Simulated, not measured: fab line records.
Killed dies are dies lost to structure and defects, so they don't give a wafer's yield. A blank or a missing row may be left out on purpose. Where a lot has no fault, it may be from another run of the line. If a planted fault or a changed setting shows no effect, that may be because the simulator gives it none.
Split-lot trial :: flow berkeley-cmos170 :: 23 wafers read across 5 lots, on a route 331 steps long

ON THE SPLIT
At UCB170_ACTIVE_COAT_08 (resist thk 900 nm), the setting resist-thk-nm was moved away from the recipe's 900 nm on 9 of the 23 wafers read, by -2.5% to +2.4%. For the rest of the wafers, this setting stayed at what the recipe calls for.

FROM THE SPLIT TO THE READING: what the file shows between them, 2 steps
- UCB170_ACTIVE_SOFTBAKE_09: time 60 s
- UCB170_ACTIVE_EXPOSE_10: exposes mask ACTIVE, target cd 1200 nm

THE READING
KrF_of_ACTIVE_COAT_08.thk-nm (the simulator's own value, which no gauge read), in nm, at UCB170_ACTIVE_ETCH_15 (etches Si3N4 in CH3F/Ar/O2, stops on SiO2, target depth 242 nm, time 151 s). The file gives no usual value for it. Across the 14 wafers here that went through the recipe, the average is 722.2 nm and the standard deviation 5.2 nm.

wafer: L074.1
tool, chamber at the split: litho-track-03, 0
resist-thk-nm as run, nm: 877.2
against the recipe: -2.5%
KrF_of_ACTIVE_COAT_08.thk-nm, nm: 704.1
against lot-mates on the recipe: -21.4

wafer: L074.2
tool, chamber at the split: litho-track-03, 0
resist-thk-nm as run, nm: 877.2
against the recipe: -2.5%
KrF_of_ACTIVE_COAT_08.thk-nm, nm: 703.5
against lot-mates on the recipe: -22.0

wafer: L074.3
tool, chamber at the split: litho-track-03, 0
resist-thk-nm as run, nm: 900
against the recipe: recipe
KrF_of_ACTIVE_COAT_08.thk-nm, nm: 728.9
against lot-mates on the recipe: -

wafer: L074.4
tool, chamber at the split: litho-track-03, 0
resist-thk-nm as run, nm: 877.2
against the recipe: -2.5%
KrF_of_ACTIVE_COAT_08.thk-nm, nm: 694.9
against lot-mates on the recipe: -30.6

wafer: L074.5
tool, chamber at the split: litho-track-03, 0
resist-thk-nm as run, nm: 900
against the recipe: recipe
KrF_of_ACTIVE_COAT_08.thk-nm, nm: 722
against lot-mates on the recipe: -

wafer: L076.1
tool, chamber at the split: litho-track-02, 0
resist-thk-nm as run, nm: 900
against the recipe: recipe
KrF_of_ACTIVE_COAT_08.thk-nm, nm: 724
against lot-mates on the recipe: -

wafer: L076.2
tool, chamber at the split: litho-track-02, 0
resist-thk-nm as run, nm: 900
against the recipe: recipe
KrF_of_ACTIVE_COAT_08.thk-nm, nm: 730
against lot-mates on the recipe: -

wafer: L076.6
tool, chamber at the split: litho-track-02, 0
resist-thk-nm as run, nm: 900
against the recipe: recipe
KrF_of_ACTIVE_COAT_08.thk-nm, nm: 729.2
against lot-mates on the recipe: -

wafer: L082.2
tool, chamber at the split: litho-track-02, 0
resist-thk-nm as run, nm: 900
against the recipe: recipe
KrF_of_ACTIVE_COAT_08.thk-nm, nm: 716.7
against lot-mates on the recipe: -

wafer: L082.3
tool, chamber at the split: litho-track-02, 0
resist-thk-nm as run, nm: 900
against the recipe: recipe
KrF_of_ACTIVE_COAT_08.thk-nm, nm: 730.7
against lot-mates on the recipe: -

wafer: L082.4
tool, chamber at the split: litho-track-02, 0
resist-thk-nm as run, nm: 900
against the recipe: recipe
KrF_of_ACTIVE_COAT_08.thk-nm, nm: 717.1
against lot-mates on the recipe: -

wafer: L082.5
tool, chamber at the split: litho-track-02, 0
resist-thk-nm as run, nm: 900
against the recipe: recipe
KrF_of_ACTIVE_COAT_08.thk-nm, nm: 717.1
against lot-mates on the recipe: -

wafer: L082.6
tool, chamber at the split: litho-track-02, 0
resist-thk-nm as run, nm: 900
against the recipe: recipe
KrF_of_ACTIVE_COAT_08.thk-nm, nm: 717.2
against lot-mates on the recipe: -

wafer: L085.1
tool, chamber at the split: litho-track-03, 0
resist-thk-nm as run, nm: 921.8
against the recipe: +2.4%
KrF_of_ACTIVE_COAT_08.thk-nm, nm: 756.3
against lot-mates on the recipe: +37.2

wafer: L085.2
tool, chamber at the split: litho-track-03, 0
resist-thk-nm as run, nm: 921.8
against the recipe: +2.4%
KrF_of_ACTIVE_COAT_08.thk-nm, nm: 744.3
against lot-mates on the recipe: +25.2

wafer: L085.4
tool, chamber at the split: litho-track-03, 0
resist-thk-nm as run, nm: 921.8
against the recipe: +2.4%
KrF_of_ACTIVE_COAT_08.thk-nm, nm: 742
against lot-mates on the recipe: +23.0

wafer: L085.5
tool, chamber at the split: litho-track-03, 0
resist-thk-nm as run, nm: 900
against the recipe: recipe
KrF_of_ACTIVE_COAT_08.thk-nm, nm: 720.2
against lot-mates on the recipe: -

wafer: L085.6
tool, chamber at the split: litho-track-03, 0
resist-thk-nm as run, nm: 900
against the recipe: recipe
KrF_of_ACTIVE_COAT_08.thk-nm, nm: 717.9
against lot-mates on the recipe: -

wafer: L080.1
tool, chamber at the split: litho-track-04, 0
resist-thk-nm as run, nm: 919.7
against the recipe: +2.2%
KrF_of_ACTIVE_COAT_08.thk-nm, nm: 740.8
against lot-mates on the recipe: +20.9

wafer: L080.2
tool, chamber at the split: litho-track-04, 0
resist-thk-nm as run, nm: 900
against the recipe: recipe
KrF_of_ACTIVE_COAT_08.thk-nm, nm: 719
against lot-mates on the recipe: -

wafer: L080.4
tool, chamber at the split: litho-track-04, 0
resist-thk-nm as run, nm: 919.7
against the recipe: +2.2%
KrF_of_ACTIVE_COAT_08.thk-nm, nm: 752.3
against lot-mates on the recipe: +32.4

wafer: L080.5
tool, chamber at the split: litho-track-04, 0
resist-thk-nm as run, nm: 900
against the recipe: recipe
KrF_of_ACTIVE_COAT_08.thk-nm, nm: 720.8
against lot-mates on the recipe: -

wafer: L080.6
tool, chamber at the split: litho-track-04, 0
resist-thk-nm as run, nm: 919.7
against the recipe: +2.2%
KrF_of_ACTIVE_COAT_08.thk-nm, nm: 742.4
against lot-mates on the recipe: +22.5

FIT RESULTS
A straight line over all 23 wafers: KrF_of_ACTIVE_COAT_08.thk-nm changes by +9.6 nm for each +1% of resist-thk-nm; r = +0.94; the points scatter about the line by 5.6 nm.
The same after taking each lot's own level away (the mean of its wafers on the recipe; 23 wafers): +10.8 nm for each +1%; r = +0.96; scatter 4.8 nm.
On that fit, the largest move of resist-thk-nm shifts the reading by 27 nm.
Across the lots, their own levels run from 719.05 to 727.73 nm, a range of 1.7 times the standard deviation given above.
So the slope is not independent of the lot-to-lot level: the two fits are not the same.
Check: with one of the wafers moved furthest among these (-2.5%) left out of the fit, the line predicts -27.9 nm for it against its lot-mates. It came out at -21.4 nm against them.

OTHER SPLITS APPLIED TO THESE WAFERS
Before the reading, these wafers also passed through other splits. Each is held against what the fit with the lots' levels taken away leaves over:
other split on the same wafers: UCB170_START_OXIDATION_02 temp-c
wafers away from the commonest value: 15
r with KrF_of_ACTIVE_COAT_08.thk-nm (lot level and that fit taken away): +0.10

other split on the same wafers: UCB170_ZERO_COAT_01 spin-rpm
wafers away from the commonest value: 11
r with KrF_of_ACTIVE_COAT_08.thk-nm (lot level and that fit taken away): +0.04

other split on the same wafers: UCB170_NWELL_COAT_07 resist-thk-nm
wafers away from the commonest value: 4
r with KrF_of_ACTIVE_COAT_08.thk-nm (lot level and that fit taken away): -0.03

other split on the same wafers: UCB170_NWELL_ETCH_13 rf-w
wafers away from the commonest value: 8
r with KrF_of_ACTIVE_COAT_08.thk-nm (lot level and that fit taken away): -0.15

other split on the same wafers: UCB170_PWELL_IMPLANT_15 energy-kev
wafers away from the commonest value: 8
r with KrF_of_ACTIVE_COAT_08.thk-nm (lot level and that fit taken away): -0.29

other split on the same wafers: UCB170_WELLDRIVE_OXIDATION_01 ox-time-s
wafers away from the commonest value: 18
r with KrF_of_ACTIVE_COAT_08.thk-nm (lot level and that fit taken away): +0.06

THE WHOLE CHAIN: every reading that the file lists as answering this split, in the file's order
step: UCB170_ACTIVE_COAT_08
what it does: resist thk 900 nm
reading: KrF_of_ACTIVE_COAT_08.thk-nm (the simulator's own value, which no gauge read)
change (the file's fit): +9.53 nm for each +1% of the setting
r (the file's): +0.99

step: UCB170_ACTIVE_ETCH_15
what it does: etches Si3N4 in CH3F/Ar/O2, stops on SiO2, target depth 242 nm, time 151 s
reading: KrF_of_ACTIVE_COAT_08.thk-nm (the simulator's own value, which no gauge read)
change (the file's fit): +10.9 nm for each +1% of the setting
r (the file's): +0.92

step: UCB170_ACTIVE_STRIP_16
what it does: strips in O2
reading: strip-time-to-endpoint-s
change (the file's fit): withheld for each +1% of the setting
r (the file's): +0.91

FILE'S OWN FIT
KrF_of_ACTIVE_COAT_08.thk-nm changes by +10.9 nm for each +1% of resist-thk-nm, r = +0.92.
